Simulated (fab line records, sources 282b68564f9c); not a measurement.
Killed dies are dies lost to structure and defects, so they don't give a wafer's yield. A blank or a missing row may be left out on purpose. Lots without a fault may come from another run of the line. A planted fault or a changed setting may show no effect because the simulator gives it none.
A struck lot beside a sound one | flow rit_cmos | 45 steps out of a route of 202
Sound: wafers L561.3, L561.5, L561.6. Struck: wafers L554.1, L554.4, L554.5. The cause comes at the end.
At each step with rows: each side's tool, then ch and its chambers, then its first start. Under that, the readings that differ: sound wafers | struck wafers | difference of the means | sigmas: that difference in standard deviations of wafers without a fault.
alike: readings whose means differ by less than 2 such deviations, and words and numbers that are the same on both sides. not compared: withheld readings, readings that some wafer has no value for, bounds like >300 that may hide the same value, and numbers for which the record gives no deviation and whose values overlap.
The two part at a step that has a row with sigmas, a row that says differs or no value, or rows on one side only. Numbers that don't overlap but have no deviation are shown without sigmas and don't part them. A reading that every wafer of one side lacks parts them only if that side has two wafers or more.

RIT_GATE_CD_MEAS_16: target cd 150 nm.
  sound on cd_sem-01, day 6 23:22; struck on cd_sem-02, day 5 15:23
  alike: cd_nm
RIT_GATE_OVL_MEAS_17:
  sound on overlay-02, day 6 23:28; struck on overlay-01, day 5 15:31
  reading       | sound          | struck      | difference | sigmas
  GATE_OVL (nm) | -0.4 -1.6 -2.7 | 1.8 2.6 3.1 | +4.1       | +3
then, 1 step without rows for these wafers: RIT_GATE_HARDBAKE_18 (time 60 s).
RIT_GATE_ETCH_19: etches poly-Si in SF6/CHF3/O2, stops on SiO2, time 165 s, target depth 312.5 nm.
  sound on rie_si-01 ch 0,3, day 6 23:38; struck on rie_si-02 ch 0,1, day 5 15:42
  alike: SF6_flow_sccm, drypump_motor_current_A, oes_product_au, throttle_valve_pct
  not compared: rf_hours_counter_h
RIT_GATE_STRIP_20: strips in O2, time 180 s.
  sound on plasma_asher-02 ch 0,1, day 6 23:48; struck on plasma_asher-02 ch 0,1, day 5 15:48
  alike: drypump_motor_current_A
  not compared: rf_hours_counter_h
RIT_GATE_CD_MEAS_90: target cd 150 nm.
  sound on cd_sem-02, day 6 23:58; struck on cd_sem-02, day 5 15:59
  alike: cd_nm
then, 4 steps without rows for these wafers: RIT_REOX_CLEAN_00 (cleans in SC1, time 600 s); RIT_REOX_CLEAN_01 (cleans in dHF, time 30 s); RIT_REOX_CLEAN_02 (cleans in SC2, time 600 s); RIT_REOX_OXIDATION_03 (target thk 25.2 nm, ox time 5580 s).
RIT_REOX_THK_MEAS_04:
  sound on film_metro-01, day 7 04:03; struck on film_metro-01, day 5 19:03
  alike: REOX_OXIDE_THK
then, 1 step without rows for these wafers: RIT_NLDD_HMDS_00 (prime time 60 s).
RIT_NLDD_COAT_01: resist thk 1000 nm.
  sound on litho_track-03 ch 0, day 7 04:25; struck on litho_track-04, day 5 19:16
  no value came back on the struck wafers for chill_plate_temp_C (C), dispense_pressure_kPa (kPa); on the sound wafers chill_plate_temp_C (C) reads 23.05 23.02 23.09
then, 4 steps without rows for these wafers: RIT_NLDD_SOFTBAKE_02 (time 60 s); RIT_NLDD_EXPOSE_03 (exposes mask M7, target cd 40700 nm); RIT_NLDD_PEB_04; RIT_NLDD_DEVELOP_05 (develop time 50 s).
RIT_NLDD_OVL_MEAS_06:
  sound on overlay-02, day 7 05:12; struck on overlay-02, day 5 20:05
  reading       | sound         | struck | difference                    | sigmas
  NLDD_OVL (nm) | -1.1 0.3 -2.6 | - - -  | no value on the struck wafers |
then, 2 steps without rows for these wafers: RIT_NLDD_HARDBAKE_07 (time 60 s); RIT_NLDD_IMPLANT_08.
RIT_NLDD_STRIP_09: strips in O2, time 180 s.
  sound on plasma_asher-03 ch 0,1, day 7 05:35; struck on plasma_asher-02 ch 1, day 5 20:25
  alike: drypump_motor_current_A
  not compared: rf_hours_counter_h
RIT_NLDD_TW_MEAS_10:
  sound on film_metro-01, day 7 05:43; struck on film_metro-01, day 5 20:36
  alike: NLDD_TW
then, 6 steps without rows for these wafers: RIT_PLDD_HMDS_00 (prime time 60 s); RIT_PLDD_COAT_01 (resist thk 1000 nm); RIT_PLDD_SOFTBAKE_02 (time 60 s); RIT_PLDD_EXPOSE_03 (exposes mask M8, target cd 40900 nm); RIT_PLDD_PEB_04; RIT_PLDD_DEVELOP_05 (develop time 50 s).
RIT_PLDD_OVL_MEAS_06:
  sound on overlay-02, day 7 06:37; struck on overlay-01, day 5 21:38
  alike: PLDD_OVL
then, 2 steps without rows for these wafers: RIT_PLDD_HARDBAKE_07 (time 60 s); RIT_PLDD_IMPLANT_08.
RIT_PLDD_STRIP_09: strips in O2, time 180 s.
  sound on plasma_asher-01 ch 0,1, day 7 07:00; struck on plasma_asher-03 ch 0,1, day 5 21:58
  alike: drypump_motor_current_A
  not compared: rf_hours_counter_h
RIT_PLDD_TW_MEAS_10:
  sound on film_metro-01, day 7 07:08; struck on film_metro-02, day 5 22:08
  reading | sound          | struck         | difference | sigmas
  PLDD_TW | 2345 2346 2356 | 2865 2855 2872 | +515       | +60
then, 4 steps without rows for these wafers: RIT_SPACER_CLEAN_00 (cleans in SC1, time 600 s); RIT_SPACER_CLEAN_01 (cleans in dHF, time 30 s); RIT_SPACER_CLEAN_02 (cleans in SC2, time 600 s); RIT_SPACER_CVD_03 (deposits Si3N4 from SiH2Cl2/NH3, target thk 250 nm, time 3300 s).
RIT_SPACER_THK_MEAS_04:
  sound on film_metro-03, day 7 09:31; struck on film_metro-04, day 6 00:29
  alike: SPACER_NITRIDE_THK
RIT_SPACER_ETCHBACK_05: etches Si3N4 in SF6/CHF3, stops on SiO2, target depth 250 nm, time 240 s.
  sound on rie_diel-03 ch 1,2,3, day 7 09:33; struck on rie_diel-03 ch 0,2,3, day 6 00:33
  alike: SF6_flow_sccm, drypump_motor_current_A, oes_product_au, throttle_valve_pct
  not compared: rf_hours_counter_h
then, 3 steps without rows for these wafers: RIT_NSD_HMDS_00 (prime time 60 s); RIT_NSD_COAT_01 (resist thk 1000 nm); RIT_NSD_SOFTBAKE_02 (time 60 s).
RIT_NSD_TW_MEAS_10:
  sound on film_metro-02, day 7 11:13; struck on film_metro-02, day 6 02:04
  reading | sound          | struck         | difference | sigmas
  NSD_TW  | 3126 3124 3142 | 3308 3307 3312 | +178       | +15
RIT_PSD_TW_MEAS_10:
  sound on film_metro-02, day 7 12:45; struck on film_metro-03, day 6 03:37
  reading | sound          | struck         | difference | sigmas
  PSD_TW  | 3435 3445 3450 | 3462 3495 3505 | +44        | +3
RIT_M1_PROBE_99:
  the record has rows for the struck wafers here (prober-01, day 6 11:46) and none for the sound ones

WHERE THEY PART
First at RIT_GATE_OVL_MEAS_17; last, within this record, at RIT_M1_PROBE_99.

WHY: what the simulator had put in
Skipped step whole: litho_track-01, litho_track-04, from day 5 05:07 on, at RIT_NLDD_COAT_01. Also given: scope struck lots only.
